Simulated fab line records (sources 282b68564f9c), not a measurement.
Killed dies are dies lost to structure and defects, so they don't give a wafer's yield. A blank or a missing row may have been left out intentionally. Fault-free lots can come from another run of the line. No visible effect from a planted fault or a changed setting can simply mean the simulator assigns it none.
8D (eight disciplines) problem report, filled in by code :: flow rit-cmos :: the parts of the form that need people (team, actions taken, sign-off) are left out

## 1. WHAT IS WRONG
RIT_PRETRO_STRIP_09, run-length-s: mean 27.6 s on 3 wafers (1 lot); fault-free wafers 208.4 s, standard deviation 0.39. So: -99 or more standard deviations from the usual mean.
The step: strips in O2, time 180 s.
The first sign was on wafer L228.1 at day 6 03:45, on plasma-asher-04. Wafers with a number at this step in the record: 39, from 13 lots. Rule for "out" (also "out of limits"): further than 4 standard deviations from the usual mean. The rest of the wafers with a number are treated as sound.

## 2. WHAT THIS IS AND IS NOT
question: which readings at this step
is: run-length-s
is not: drypump-motor-current-A

question: which lots
is: L228
is not: L211, L213, L214, L215, L216, L217, L218, L219, L221, L226, L227, L233

question: which wafers of those lots
is: all that have a number
is not: -

question: read on which tools
is: plasma-asher-04
is not: plasma-asher-02, plasma-asher-03

question: when
is: from day 6 03:45
is not: up to then (33 sound wafers); but 3 sound wafers of L233 came after

## 3. WHAT RULES OUT EACH SUSPECT
Counting: a tool stays on the suspect list if, at a process step up to the reading, it processed all lots that are out and no sound lot following the first of them.
- plasma-asher-04 at RIT_PRETRO_STRIP_09 (strips in O2, time 180 s): kept. It ran the lot that is out, L228 (day 6 03:45), and no sound lot after that; its last sound lot up to then is L219 (day 4 04:54). On those wafers its own readings are out: run-length-s.
Remaining after the count: plasma-asher-04 at RIT_PRETRO_STRIP_09.

## 4. THE CAUSE (what the simulator had put in)
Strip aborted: plasma-asher-04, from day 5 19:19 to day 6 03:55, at RIT_PRETRO_STRIP_09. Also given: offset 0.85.
Counting left only this tool.

## 5. THE CHAIN OF EFFECTS, in route order
Each row: a reading where the mean over the struck wafers with a number is more than 3 standard deviations away from the usual. Only readings for which the record gives a usual standard deviation are gone through. hours: the time from each lot's start at the first step in this table that gives one to its start at this step, as a median over the lots. sigmas: the change in usual standard deviations.
hours: 0
step: RIT_PRETRO_STRIP_09
reading: run-length-s
usual: 208.4 s
on struck wafers: 27.6
change: -180.8
sigmas: -99 or more

hours: 32
step: RIT_M1_PROBE_99
reading: killed-at-front-end
usual: 7
on struck wafers: 264
change: +257
sigmas: +76

hours: 32
step: RIT_M1_PROBE_99
reading: killed-dies
usual: 7
on struck wafers: 264
change: +257
sigmas: +76

hours: 32
step: RIT_M1_PROBE_99
reading: killed-on-rim
usual: 1.9
on struck wafers: 70.0
change: +68.1
sigmas: +49
Its process steps:
- RIT_PRETRO_STRIP_09: strips in O2, time 180 s.
- RIT_M1_PROBE_99

## 6. HOW IT WOULD HAVE BEEN CAUGHT EARLIER
In this record the first reading out of limits was taken at day 6 03:45, 8 hours after the fault began at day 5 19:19.
